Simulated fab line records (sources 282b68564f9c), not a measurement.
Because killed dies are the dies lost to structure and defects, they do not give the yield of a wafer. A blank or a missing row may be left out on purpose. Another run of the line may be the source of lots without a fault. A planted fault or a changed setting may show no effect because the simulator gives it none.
Problem report in the 8D (eight disciplines) form, filled by code	flow rit-cmos	the parts of the form that need people (team, actions taken, sign-off) are left out

1. WHAT IS WRONG
Wafers without a fault read 0.0 with a standard deviation of 0.2, while killed-at-contacts at RIT_M1_PROBE_99 averages 23.0 across 3 wafers of 1 lot. So: +99 or more standard deviations from the usual mean.
The first sign was on wafer L266.2 at day 6 17:27, on prober-02. Wafers with a number at this step in the record: 21, from 7 lots. The rule behind "out" and "out of limits": a value lying over 4 standard deviations away from the usual mean. The rest of the wafers with a number are treated as sound.

2. WHAT IT IS; WHAT IT IS NOT
question	is	is not
which readings at this step	killed-at-contacts, killed-dies, killed-on-rim	killed_at_M0_to_M3, killed-at-front-end, killed-open, killed-short
which lots	L266	L254, L261, L262, L268, L270, L273
which wafers of those lots	all that have a number	-
read on which tools	prober-02	prober-01
when	from day 6 17:27	up to then (9 sound wafers); but 9 sound wafers of L268, L270, L273 came after

3. WHAT RULES OUT EACH SUSPECT
Counting: a tool at any process step up to the reading remains a suspect when it ran all the lots that are out and ran no sound lot after the first of those.
- wet-bench-02 at RIT_CONTACT_CLEAN_14 (cleans in SC2, time 600 s): ruled out as a lasting fault. After its first lot that is out, L266 (day 6 12:51), sound lots L268 ran on it.
- prober-02 at RIT_M1_PROBE_99: ruled out as a lasting fault. After its first lot that is out, L266 (day 6 17:27), sound lots L268, L270 ran on it.
Left after counting: nothing in the record.

4. THE CAUSE (what the simulator had put in)
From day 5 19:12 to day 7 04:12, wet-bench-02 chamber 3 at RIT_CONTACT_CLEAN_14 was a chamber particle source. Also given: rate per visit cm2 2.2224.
Counting ruled it out, wrongly: the rule takes a fault to strike every lot that its tool runs from its start on, and this one did not.

5. SEQUENCE OF EFFECTS, ordered by route
Each row: a reading whose mean over the struck wafers that have a number lies more than 3 standard deviations from the usual. Readings are gone through only where the record gives a usual standard deviation; hours: the median, over the lots, of the time from a lot's start at the first step in this table giving one to that lot's start at this step; sigmas: the change measured in usual standard deviations.
hours	step	reading	usual	on struck wafers	change	sigmas
0	RIT_M1_PROBE_99	killed-at-contacts	0.0	23.0	+23.0	+99 or more
0	RIT_M1_PROBE_99	killed-dies	7	28	+21	+6.8
0	RIT_M1_PROBE_99	killed-on-rim	1.9	10.3	+8.4	+6.0
Its process steps:
- RIT_M1_PROBE_99

6. WHAT WOULD HAVE CAUGHT IT SOONER
In this record the first reading out of limits was taken at day 6 17:27, 22 hours after the fault began at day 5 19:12.
No tool reading at RIT_CONTACT_CLEAN_14 that has a usual standard deviation in the record was out on any struck wafer, so an alarm limit of 4 standard deviations on those readings would not have fired.
